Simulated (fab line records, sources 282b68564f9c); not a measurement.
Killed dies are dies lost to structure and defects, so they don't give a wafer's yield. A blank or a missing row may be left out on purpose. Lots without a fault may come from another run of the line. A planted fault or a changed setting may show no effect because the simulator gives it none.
A struck lot beside a sound one | flow rit_cmos | 27 steps out of a route of 202
Sound: wafers L159.1, L159.3, L159.4. Struck: wafers L166.1, L166.3, L166.4. The cause comes at the end.
At each step with rows: each side's tool, then ch and its chambers, then its first start. Under that, the readings that differ: sound wafers | struck wafers | difference of the means | sigmas: that difference in standard deviations of wafers without a fault.
alike: readings whose means differ by less than 2 such deviations, and words and numbers that are the same on both sides. not compared: withheld readings, readings that some wafer has no value for, bounds like >300 that may hide the same value, and numbers for which the record gives no deviation and whose values overlap.
The two part at a step that has a row with sigmas, a row that says differs or no value, or rows on one side only. Numbers that don't overlap but have no deviation are shown without sigmas and don't part them. A reading that every wafer of one side lacks parts them only if that side has two wafers or more.

first, 4 steps without rows for these wafers: RIT_CONTACT_SOFTBAKE_04 (time 60 s); RIT_CONTACT_EXPOSE_05 (exposes mask M11, target cd 1000 nm); RIT_CONTACT_PEB_06; RIT_CONTACT_DEVELOP_07 (develop time 120 s).
RIT_CONTACT_CD_MEAS_08: target cd 1000 nm.
  sound on cd_sem-01, day 3 10:14; struck on cd_sem-01, day 4 21:45
  alike: cd_nm
RIT_CONTACT_OVL_MEAS_09:
  sound on overlay-02, day 3 10:21; struck on overlay-01, day 4 21:52
  alike: CONTACT_OVL
then, 1 step without rows for these wafers: RIT_CONTACT_HARDBAKE_10 (time 60 s).
RIT_CONTACT_ETCH_11: etches SiO2 in CHF3/CF4/Ar, stops on TiSi2, target depth 480 nm, time 320 s.
  sound on rie_diel-01 ch 0,1,2, day 3 10:32; struck on rie_diel-03 ch 1,2,3, day 4 22:03
  alike: CHF3_flow_sccm, drypump_motor_current_A, oes_product_au, rf_fwd_power_W, throttle_valve_pct
  not compared: rf_hours_counter_h
RIT_CONTACT_STRIP_12: strips in O2, time 180 s.
  sound on plasma_asher-03 ch 0,1, day 3 10:44; struck on plasma_asher-04 ch 0,1, day 4 22:15
  alike: drypump_motor_current_A
  not compared: rf_hours_counter_h
RIT_CONTACT_CD_MEAS_90: target cd 1000 nm.
  sound on cd_sem-02, day 3 10:55; struck on cd_sem-02, day 4 22:25
  alike: cd_nm
then, 2 steps without rows for these wafers: RIT_CONTACT_CLEAN_13 (cleans in SC1, time 600 s); RIT_CONTACT_CLEAN_14 (cleans in SC2, time 600 s).
RIT_M1_SPUTTER_00: material Al, target thk 400 nm, time 500 s.
  sound on pvd_sputter-04, day 3 11:35; struck on pvd_sputter-03, day 4 23:04
  reading                               | sound             | struck            | difference | sigmas
  model.Al_of_M1_SPUTTER_00.thk_nm (nm) | 397.2 396.4 400.2 | 697.5 702.4 692.7 | +299.6     |
  alike: throttle_valve_pct
RIT_M1_RS_MEAS_01: measures by four-point-probe.
  sound on film_metro-04, day 3 11:53; struck on film_metro-03, day 4 23:22
  reading           | sound                | struck               | difference | sigmas
  M1_AL_RS (ohm/sq) | 0.0740 0.0741 0.0735 | 0.0419 0.0414 0.0421 | -0.0321    | -33
RIT_M1_THK_MEAS_02: measures by xrf.
  sound on film_metro-04, day 3 12:00; struck on film_metro-03, day 4 23:29
  reading        | sound       | struck      | difference | sigmas
  M1_AL_THK (nm) | 406 405 410 | 709 715 704 | +302       | +51
then, 6 steps without rows for these wafers: RIT_M1_HMDS_03 (prime time 60 s); RIT_M1_COAT_04 (resist thk 1300 nm); RIT_M1_SOFTBAKE_05 (time 60 s); RIT_M1_EXPOSE_06 (exposes mask M12, target cd 2600 nm); RIT_M1_PEB_07; RIT_M1_DEVELOP_08 (develop time 68 s).
RIT_M1_CD_MEAS_09: target cd 2600 nm.
  sound on cd_sem-01, day 3 13:05; struck on cd_sem-01, day 5 00:33
  reading    | sound                | struck               | difference | sigmas
  cd_nm (nm) | 2598.0 2600.2 2598.3 | 2603.6 2605.8 2603.1 | +5.3       | +2
RIT_M1_OVL_MEAS_10:
  sound on overlay-01, day 3 13:12; struck on overlay-02, day 5 00:40
  alike: M1_OVL
then, 1 step without rows for these wafers: RIT_M1_HARDBAKE_11 (time 120 s).
RIT_M1_METAL_ETCH_12: etches Al in Cl2/BCl3, stops on SiO2, time 165 s, target depth 600 nm.
  sound on rie_metal-02 ch 0,1, day 3 13:29; struck on rie_metal-01 ch 0,1, day 5 00:57
  reading               | sound             | struck            | difference | sigmas
  oes_product_au (a.u.) | 0.767 0.761 0.749 | 0.992 0.975 0.991 | +0.227     | +19
  alike: drypump_motor_current_A, rf_fwd_power_W, throttle_valve_pct
  not compared: rf_hours_counter_h
then, 1 step without rows for these wafers: RIT_M1_STRIP_13 (strips in nmp, time 600 s).
RIT_M1_PROBE_99:
  sound on prober-01, day 3 15:44; struck on prober-02, day 5 04:21
  reading                                | sound              | struck            | difference | sigmas
  defect_limited_yield (%)               | 99.2 97.3 96.6     | 0 0 0             | -98        | -81
  killed_at_M0_to_M3                     | 0 0 1              | 256 259 255       | +256       | +99 or more
  killed_dies                            | 2 7 9              | 264 264 264       | +258       | +83
  killed_on_rim                          | 1 4 5              | 70 70 70          | +67        | +44
  sort_bin_5_function (%)                | 0.4 2.3 1.5        | 98.1 99.6 99.2    | +97.6      | +99 or more
  sort_n_pass                            | 262 257 255        | 0 0 0             | -258       | -83
  sort_yield_pct (%)                     | 99.2 97.3 96.6     | 0 0 0             | -98        | -81
  model.etest.tester.sort_n_pass         | 262 257 255        | 0 0 0             | -258       |
  model.etest.tester.sort_yield_pct (%)  | 99.24 97.35 96.59  | 0 0 0             | -98        |
  model.etest.tester.sort_bin_5_pct (%)  | 0.3788 2.273 1.515 | 98.11 99.62 99.24 | +97.60     |
  model.etest.diode_nwell_sub.over_limit | 0 0 0              | 1 1 1             | +1         |
  model.etest.diode_pplus_comb.short     | 0 0 0              | 1 1 1             | +1         |
  model.etest.nmos_turned.short          | 0 0 0              | 1 1 1             | +1         |
  model.etest.m1_comb_over_steps.short   | 0 0 0              | 1 1 1             | +1         |
  model.etest.ppoly_sal.short            | 0 0 0              | 1 1 1             | +1         |
  alike: killed_at_contacts, killed_at_front_end, killed_open, killed_short, sort_bin_3_pad_short, sort_bin_6_memory

WHERE THEY PART
First at RIT_M1_RS_MEAS_01; last, within this record, at RIT_M1_PROBE_99.

WHY: what the simulator had put in
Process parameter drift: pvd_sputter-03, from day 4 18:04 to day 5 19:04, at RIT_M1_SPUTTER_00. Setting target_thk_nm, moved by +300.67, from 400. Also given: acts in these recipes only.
